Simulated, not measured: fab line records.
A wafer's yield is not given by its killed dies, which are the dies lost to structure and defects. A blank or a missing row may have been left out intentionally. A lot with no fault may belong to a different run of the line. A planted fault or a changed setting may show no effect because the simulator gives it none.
Which of the tools did it?    flow berkeleyCmos170    13 lots with 39 wafers sampled at 3 steps, on a route of 331 steps

## WHAT EACH GAUGE READ, for each wafer
UCB170_CONTACT_THK_MEAS_02. Usual: CONTACT_PSG_THK typically reads 702 nm, with standard deviation 7.6.
lot   measured      on            CONTACT_PSG_THK (nm)  flag
L479  day 7 06:39   filmMetro-03  699 700 699           
L482  day 8 05:56   filmMetro-04  700 699 696           
L480  day 8 02:57   filmMetro-04  695 697 690           
L483  day 8 13:28   filmMetro-03  698 691 690           
L485  day 8 11:22   filmMetro-01  698 695 697           
L486  day 9 08:50   filmMetro-01  696 702 701           
L487  day 9 08:52   filmMetro-03  699 695 694           
L488  day 9 08:50   filmMetro-04  687 697 697           
L490  day 9 16:17   filmMetro-04  696 699 690           
L492  day 10 14:17  filmMetro-01  705 703 706           
L493  day 11 06:40  filmMetro-04  698 709 705           
L498  day 11 18:02  filmMetro-04  713 708 717           
L500  day 12 10:41  filmMetro-03  696 692 696           

UCB170_M1_CD_MEAS_90: the cd target is 700 nm. Usual: 699.5 nm for cdNm, sd 2.7.
lot   measured      on        cdNm (nm)          flag
L479  day 7 11:27   cdSem-02  701.1 698.6 703.3  
L482  day 8 15:51   cdSem-02  696.0 697.3 697.8  
L480  day 8 07:41   cdSem-02  700.8 698.4 700.5  
L483  day 8 17:58   cdSem-02  704.7 703.7 703.3  
L485  day 8 16:01   cdSem-02  700.3 697.6 699.8  
L486  day 9 12:57   cdSem-01  700.3 699.5 701.5  
L487  day 9 13:15   cdSem-01  698.5 700.7 701.8  
L488  day 9 13:26   cdSem-02  699.7 699.7 696.4  
L490  day 9 20:59   cdSem-02  696.2 697.1 693.2  
L492  day 10 18:38  cdSem-02  700.6 701.4 694.1  
L493  day 11 11:12  cdSem-02  707.5 706.5 702.4  
L498  day 11 23:50  cdSem-01  699.8 703.9 698.6  
L500  day 12 14:50  cdSem-02  697.9 697.7 698.1  

## WHAT TOOL EACH LOT RAN ON (gives the tool, then ch and the chambers of the sampled wafers, and finally the start)
lot   UCB170_ACTIVE_ETCH_15
L479  rieDiel-03 ch 2,3, day 4 04:53
L482  rieDiel-02 ch 1,3, day 5 03:11
L480  rieDiel-02 ch 1,2,3, day 5 03:37
L483  rieDiel-04 ch 1,3, day 5 15:36
L485  rieDiel-03 ch 0,2, day 5 15:44
L486  rieDiel-03 ch 0,2,3, day 6 02:58
L487  rieDiel-02 ch 0,1,3, day 6 03:15
L488  rieDiel-03 ch 0,2,3, day 6 03:31
L490  rieDiel-02 ch 0,3, day 6 15:14
L492  rieDiel-02 ch 1,2, day 7 12:35
L493  rieDiel-02 ch 2,3, day 7 23:05
L498  rieDiel-03 ch 1,2,3, day 8 18:35
L500  rieDiel-02 ch 0,1,2, day 9 03:08
- UCB170_ACTIVE_ETCH_15: etches Si3N4 in CH3F/Ar/O2, stops on SiO2, target depth 242 nm, time 151 s.

## AS READ BY THE TOOLS THEMSELVES (means over the sampled wafers that have a number; for cases with no such wafer, the mark the record gives instead)
UCB170_ACTIVE_ETCH_15. Usual: chamberPressureMTorr 50.00 mTorr, standard deviation 0.042; drypumpMotorCurrentA 5.6 A, standard deviation 0.5; oesProductAu 0.938 a.u., standard deviation 0.013; rfFwdPowerW 448.0 W, standard deviation 1.5; throttleValvePct 8.14 %, standard deviation 0.089.
lot   tool        chamberPressureMTorr (mTorr)  drypumpMotorCurrentA (A)  oesProductAu (a.u.)  rfFwdPowerW (W)  throttleValvePct (%)  flag
L479  rieDiel-03  49.96                         5.4                       0.953                446.6            8.22                  
L482  rieDiel-02  49.99                         5.3                       0.937                446.4            8.08                  
L480  rieDiel-02  50.00                         5.6                       0.941                448.0            8.10                  
L483  rieDiel-04  50.03                         5.2                       0.951                448.0            8.19                  
L485  rieDiel-03  50.04                         5.6                       0.937                447.6            8.14                  
L486  rieDiel-03  49.99                         5.8                       0.940                447.2            8.18                  
L487  rieDiel-02  50.01                         5.3                       0.924                448.3            8.10                  
L488  rieDiel-03  50.01                         5.8                       0.942                449.4            8.19                  
L490  rieDiel-02  49.98                         5.3                       0.921                448.4            8.09                  
L492  rieDiel-02  50.02                         6.0                       0.946                448.4            8.18                  
L493  rieDiel-02  50.04                         5.6                       0.942                448.6            8.04                  
L498  rieDiel-03  49.98                         5.4                       0.944                447.4            8.21                  
L500  rieDiel-02  50.01                         5.7                       0.924                447.6            8.18                  

## THE ANSWER, worked out from the rows above alone
Rule: a lot is off if the mean of its wafers that have a number lies more than 3 standard deviations from the usual mean. Also off: a lot with no number at a reading for which 4 or more lots have one. All remaining lots with rows at the step are treated as sound. The gauges are gone through in route order, then the tools' own readings, and for those a lot's mean is taken as printed above. The first step at which some lot is off is used, and at that step the reading that is off furthest; a lot without a number counts as furthest.
Across all readings shown, no lot is off: no conclusion can be drawn from this.

## WHAT THE SIMULATOR HAD PUT IN
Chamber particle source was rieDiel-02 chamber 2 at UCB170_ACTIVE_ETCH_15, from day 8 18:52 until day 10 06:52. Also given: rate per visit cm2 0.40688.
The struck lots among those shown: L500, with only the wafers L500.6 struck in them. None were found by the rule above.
